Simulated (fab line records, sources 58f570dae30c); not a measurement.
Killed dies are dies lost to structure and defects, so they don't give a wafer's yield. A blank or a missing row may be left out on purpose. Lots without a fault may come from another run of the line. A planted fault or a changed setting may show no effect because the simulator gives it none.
Which tool did it? | flow berkeley_cmos170 | 14 lots, 42 wafers sampled, at 4 steps of a route of 331

WHAT THE GAUGES READ, wafer by wafer
UCB170_ACTIVE_THK_MEAS_03. Usual: ACTIVE_OXIDE_THK 26.3 nm, standard deviation 0.48.
lot  | measured    | on            | ACTIVE_OXIDE_THK (nm) | flag
L350 | day 4 17:04 | film_metro-04 | 27.2 26.7 26.7        |
L352 | day 4 21:59 | film_metro-01 | 25.9 26.8 26.5        |
L351 | day 4 22:01 | film_metro-03 | 26.4 26.6 26.7        |
L354 | day 5 15:28 | film_metro-03 | 26.1 26.1 25.9        |
L353 | day 5 15:28 | film_metro-01 | 26.9 26.3 26.3        |
L356 | day 6 00:25 | film_metro-04 | 27.3 27.1 26.9        |
L361 | day 6 20:18 | film_metro-04 | 26.4 26.8 26.5        |
L363 | day 7 04:02 | film_metro-04 | 26.7 26.8 26.6        |
L368 | day 8 13:56 | film_metro-04 | 25.7 25.7 25.8        |
L367 | day 8 13:57 | film_metro-03 | 25.5 25.3 25.7        |
L370 | day 9 00:53 | film_metro-03 | 25.8 25.3 25.6        |
L371 | day 9 14:55 | film_metro-04 | 26.4 26.3 26.2        |
L372 | day 9 14:56 | film_metro-01 | 26.0 26.2 26.3        |
L373 | day 9 14:58 | film_metro-04 | 26.2 25.9 26.4        |

UCB170_NLDD_TW_MEAS_11. Usual: NLDD_TW 2229, standard deviation 8.7.
lot  | measured     | on            | NLDD_TW        | flag
L350 | day 7 18:35  | film_metro-03 | 2228 2236 2229 |
L352 | day 7 19:35  | film_metro-01 | 2218 2218 2200 |
L351 | day 7 19:07  | film_metro-03 | 2228 2229 2230 |
L354 | day 8 18:10  | film_metro-03 | 2222 2224 2229 |
L353 | day 8 18:24  | film_metro-04 | 2231 2231 2231 |
L356 | day 9 08:52  | film_metro-01 | 2230 2221 2224 |
L361 | day 10 20:56 | film_metro-04 | 30 30 30       | OFF
L363 | day 10 20:41 | film_metro-03 | 30 30 30       | OFF
L368 | day 12 06:07 | film_metro-04 | 2233 2237 2233 |
L367 | day 12 05:48 | film_metro-04 | 2229 2249 2241 |
L370 | day 12 11:52 | film_metro-03 | 2221 2231 2231 |
L371 | day 12 21:26 | film_metro-03 | 2227 2218 2222 |
L372 | day 12 21:17 | film_metro-01 | 2226 2218 2213 |
L373 | day 12 20:59 | film_metro-01 | 2239 2221 2223 |

WHICH TOOL RAN EACH LOT (tool, then ch and the chambers of the sampled wafers, then the start)
lot  | UCB170_PWELL_STRIP_16               | UCB170_NLDD_DEVELOP_05
L350 | plasma_asher-04 ch 0,1, day 3 12:40 | litho_track-04 ch 0, day 7 17:00
L352 | plasma_asher-03 ch 0,1, day 3 21:00 | litho_track-04 ch 0, day 7 18:00
L351 | plasma_asher-01 ch 0,1, day 3 21:14 | litho_track-02 ch 0, day 7 18:00
L354 | plasma_asher-01 ch 0,1, day 4 11:37 | litho_track-04 ch 0, day 8 17:00
L353 | plasma_asher-04 ch 0,1, day 4 11:44 | litho_track-02 ch 0, day 8 17:00
L356 | plasma_asher-03 ch 0,1, day 4 20:26 | litho_track-02 ch 0, day 9 08:00
L361 | plasma_asher-04 ch 0,1, day 5 16:41 | litho_track-02 ch 0, day 10 20:00
L363 | plasma_asher-04 ch 0,1, day 6 06:34 | litho_track-02 ch 0, day 10 20:00
L368 | plasma_asher-03 ch 0,1, day 7 03:34 | litho_track-04 ch 0, day 12 05:00
L367 | plasma_asher-01 ch 0,1, day 7 03:48 | litho_track-04 ch 0, day 12 05:00
L370 | plasma_asher-03 ch 0,1, day 7 15:29 | litho_track-03 ch 0, day 12 11:00
L371 | plasma_asher-04 ch 0,1, day 8 01:41 | litho_track-04 ch 0, day 12 20:00
L372 | plasma_asher-01 ch 0,1, day 8 01:58 | litho_track-03 ch 0, day 12 20:00
L373 | plasma_asher-03 ch 0,1, day 8 11:01 | litho_track-03 ch 0, day 12 20:00
- UCB170_PWELL_STRIP_16: strips in O2.
- UCB170_NLDD_DEVELOP_05: develop time 45 s.

WHAT THE TOOLS THEMSELVES READ (means of the sampled wafers that have a number; where no wafer has one, the mark that the record gives instead)
UCB170_PWELL_STRIP_16. Usual: drypump_motor_current_A 6.0 A, standard deviation 0.57; oes_product_au 0.721 a.u., standard deviation 0.0044; strip_time_to_endpoint_s 18.07 s, standard deviation 0.087.
lot  | tool            | drypump_motor_current_A (A) | oes_product_au (a.u.) | strip_time_to_endpoint_s (s) | flag
L350 | plasma_asher-04 | 6.0                         | 0.724                 | 18.05                        |
L352 | plasma_asher-03 | 6.5                         | 0.720                 | 18.05                        |
L351 | plasma_asher-01 | 5.4                         | 0.714                 | 18.08                        |
L354 | plasma_asher-01 | 5.4                         | 0.720                 | 18.09                        |
L353 | plasma_asher-04 | 6.2                         | 0.720                 | 18.01                        |
L356 | plasma_asher-03 | 6.4                         | 0.717                 | 18.03                        |
L361 | plasma_asher-04 | 6.0                         | 0.720                 | 18.01                        |
L363 | plasma_asher-04 | 6.0                         | 0.720                 | 18.00                        |
L368 | plasma_asher-03 | 6.4                         | 0.721                 | 18.07                        |
L367 | plasma_asher-01 | 5.4                         | 0.723                 | 18.06                        |
L370 | plasma_asher-03 | 6.4                         | 0.720                 | 18.12                        |
L371 | plasma_asher-04 | 6.0                         | 0.720                 | 18.25                        |
L372 | plasma_asher-01 | 5.7                         | 0.718                 | 18.04                        |
L373 | plasma_asher-03 | 6.5                         | 0.721                 | 18.11                        |

THE ANSWER, worked out from the rows above alone
Rule: a lot is off if the mean of its wafers that have a number lies more than 3 standard deviations from the usual mean. A lot without any number at a reading at which 4 lots or more have one is off too. The other lots that the step has rows for count as sound. The gauges are gone through in route order, then the tools' own readings, and for those a lot's mean is taken as printed above. The first step at which some lot is off is used, and at that step the reading that is off furthest; a lot without a number counts as furthest.
Off: L361, L363, at UCB170_NLDD_TW_MEAS_11 (NLDD_TW).
A tool fits if, at a process step before that reading, it ran every lot that is off, and no sound lot after the first of them. The gauges at UCB170_NLDD_TW_MEAS_11 are tried like those tools. One fits: litho_track-02 at UCB170_NLDD_DEVELOP_05. Its last sound lot is L356 (day 9 08:00), its first lot that is off L363 (day 10 20:00): a fault that began between those two fits.

WHAT THE SIMULATOR HAD PUT IN
Process parameter drift: litho_track-02, from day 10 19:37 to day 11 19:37, at UCB170_NLDD_DEVELOP_05. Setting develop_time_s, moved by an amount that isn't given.
Lots struck among those shown: L361, L363. The rule above found the same.
